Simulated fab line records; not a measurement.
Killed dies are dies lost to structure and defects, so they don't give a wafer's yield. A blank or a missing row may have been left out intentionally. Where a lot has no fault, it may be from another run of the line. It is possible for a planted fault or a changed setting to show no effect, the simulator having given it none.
Chamber matching    flow berkeley cmos170    4 sister chambers for UCB170_SPACER_ETCHBACK_03 on rie diel-03
The step etches SiO2 in CHF3/CF4/Ar, stops on Si, target depth 376 nm, time 100 s. 14 wafers are shown with their chamber, then 7 later ones without.

WAFERS PAIRED WITH THEIR CHAMBERS
wafer   chamber  drypump motor current A (A)  throttle valve pct (%)  oes product au (a.u.)
L306.1  0        5.8                          6.69                    0.869
L306.2  2        5.5                          6.35                    0.880
L306.6  3        5.3                          6.40                    0.914
L308.2  0        5.8                          6.66                    0.886
L308.5  1        6.4                          6.64                    0.928
L308.6  0        5.8                          6.69                    0.888
L314.3  0        5.8                          6.67                    0.887
L314.4  3        5.3                          6.40                    0.929
L314.5  0        5.8                          6.66                    0.889
L316.1  2        5.5                          6.36                    0.901
L316.2  1        6.3                          6.65                    0.924
L316.6  3        5.3                          6.39                    0.938
L320.1  0        5.8                          6.68                    0.876
L320.4  1        6.4                          6.63                    0.931

SIGNATURES (averages over the wafers above)
reading                  chamber 0  chamber 1  chamber 2  chamber 3  scatter within a chamber
drypump motor current A  5.800      6.367      5.500      5.300      0.0258
throttle valve pct       6.6750     6.6400     6.3550     6.3967     0.0113
oes product au           0.88250    0.92767    0.89050    0.92700    0.00932
Rule: distance of a wafer from a chamber = root of the sum over the readings of ((wafer's reading minus chamber's mean) / reading's scatter) squared. If the next closest chamber is less than 2 further off than the closest, the wafer can't be placed; otherwise it belongs to the closest. How the scatter is found: for the shown wafers, subtract from each reading the mean of its chamber, square and add these, divide the total by (wafers less chambers), then take the root.

WAFERS MISSING THEIR CHAMBER
wafer   drypump motor current A (A)  throttle valve pct (%)  oes product au (a.u.)
L320.6  5.3                          6.39                    0.924
L324.2  6.4                          6.63                    0.917
L324.4  5.5                          6.37                    0.903
L324.5  6.4                          6.63                    0.913
L328.1  5.5                          6.37                    0.888
L328.2  5.8                          6.68                    0.885
L328.6  6.3                          6.64                    0.924

THE CHAMBER EACH PASSED THROUGH
wafer   from the rows above  in truth
L320.6  3                    3
L324.2  1                    1
L324.4  2                    2
L324.5  1                    1
L328.1  2                    2
L328.2  0                    0
L328.6  1                    1
7 of 7 placed correctly. Left unplaced by these rows: 0. Wrongly placed: 0.
